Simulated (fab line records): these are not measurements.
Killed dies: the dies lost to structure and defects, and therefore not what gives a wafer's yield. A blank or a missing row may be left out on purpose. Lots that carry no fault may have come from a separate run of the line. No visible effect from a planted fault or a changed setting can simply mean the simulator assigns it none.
Split-lot experiment	flow ritCmos	route with 202 steps; 5 lots, 23 wafers read

## SPLIT DETAILS
At RIT_ACTIVE_COAT_06 (resist thk 1000 nm), the setting resistThkNm was moved away from the recipe's 1000 nm on 11 of the 23 wafers read, by -3.8% to +2.6%. This setting was run at the recipe's value on the other wafers.

## FROM THE SPLIT TO THE READING: what the file shows between them, 3 steps
- RIT_ACTIVE_SOFTBAKE_07: time 60 s
- RIT_ACTIVE_EXPOSE_08: exposes mask M1, target cd 1400 nm
- RIT_ACTIVE_DEVELOP_10: develop time 52.45 s

## THE READING
NOVOLAK_of_ACTIVE_COAT_06.thkNm (the simulator's own value, which no gauge read), in nm, at RIT_ACTIVE_HARDBAKE_12 (time 60 s). The file does not state a usual value for it. Here, 12 wafers ran the recipe; their average is 884.3 nm with a standard deviation of 2.8 nm.

wafer	tool, chamber at the split	resistThkNm as run, nm	against the recipe	NOVOLAK_of_ACTIVE_COAT_06.thkNm, nm	against lot-mates on the recipe
L077.1	lithoTrack-03, 0	1000	recipe	887.6	-
L077.2	lithoTrack-03, 0	1026	+2.6%	908	+20.0
L077.3	lithoTrack-03, 0	1026	+2.6%	907.6	+19.6
L077.4	lithoTrack-03, 0	1026	+2.6%	909.7	+21.7
L077.5	lithoTrack-03, 0	1000	recipe	888.5	-
L079.1	lithoTrack-02, 0	962	-3.8%	855.6	-31.2
L079.2	lithoTrack-02, 0	962	-3.8%	855.5	-31.3
L079.3	lithoTrack-02, 0	1000	recipe	888.4	-
L079.4	lithoTrack-02, 0	962	-3.8%	855.4	-31.4
L079.5	lithoTrack-02, 0	1000	recipe	885.3	-
L081.1	lithoTrack-03, 0	1000	recipe	884.6	-
L081.3	lithoTrack-03, 0	1000	recipe	884.2	-
L081.4	lithoTrack-03, 0	1000	recipe	884.2	-
L084.1	lithoTrack-02, 0	1000	recipe	882.6	-
L084.2	lithoTrack-02, 0	1000	recipe	879.4	-
L084.4	lithoTrack-02, 0	1021	+2.1%	899.1	+18.4
L084.5	lithoTrack-02, 0	1000	recipe	880	-
L084.6	lithoTrack-02, 0	1021	+2.1%	897.4	+16.7
L085.2	lithoTrack-04, 0	1000	recipe	883.3	-
L085.3	lithoTrack-04, 0	1000	recipe	883.5	-
L085.4	lithoTrack-04, 0	1024	+2.4%	906.4	+23.0
L085.5	lithoTrack-04, 0	1024	+2.4%	902.6	+19.2
L085.6	lithoTrack-04, 0	1024	+2.4%	904.9	+21.5

THE FIT
A straight line over all 23 wafers: NOVOLAK_of_ACTIVE_COAT_06.thkNm changes by +8 nm for each +1% of resistThkNm; r = +0.99; the points scatter about the line by 2.8 nm.
The same after taking each lot's own level away (the mean of its wafers on the recipe; 23 wafers): +8.28 nm for each +1%; r = +1.00; scatter 1.2 nm.
According to that fit, moving resistThkNm by its largest amount changes the reading by 31 nm.
Measured against the standard deviation above, the lots' own levels, which go from 880.67 to 888.05 nm, span 2.6 times it.
The two slopes agree, so the slope changes little with the lot-to-lot level.
Check: -31.4 nm against its lot-mates is what the line predicts for one of the wafers moved furthest among these (-3.8%) when that wafer is left out of the fit. It came out at -31.2 nm against them.

## FURTHER SPLITS ON THESE WAFERS
These wafers also went through other splits before the reading. Each is held against what the fit with the lots' levels taken away leaves over:
other split on the same wafers	wafers away from the commonest value	r with NOVOLAK_of_ACTIVE_COAT_06.thkNm (lot level and that fit taken away)
RIT_ACTIVE_CVD_03 sih2cl2FlowSccm	10	-0.42

## THE WHOLE CHAIN: every reading that the file lists as answering this split, in the file's order
step	what it does	reading	change (the file's fit)	r (the file's)
RIT_ACTIVE_COAT_06	resist thk 1000 nm	NOVOLAK_of_ACTIVE_COAT_06.thkNm (the simulator's own value, which no gauge read)	+9.48 nm for each +1% of the setting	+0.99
RIT_ACTIVE_HARDBAKE_12	time 60 s	NOVOLAK_of_ACTIVE_COAT_06.thkNm (the simulator's own value, which no gauge read)	+8.29 nm for each +1% of the setting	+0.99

## FILE'S OWN FIT
NOVOLAK_of_ACTIVE_COAT_06.thkNm changes by +8.29 nm for each +1% of resistThkNm, r = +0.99.
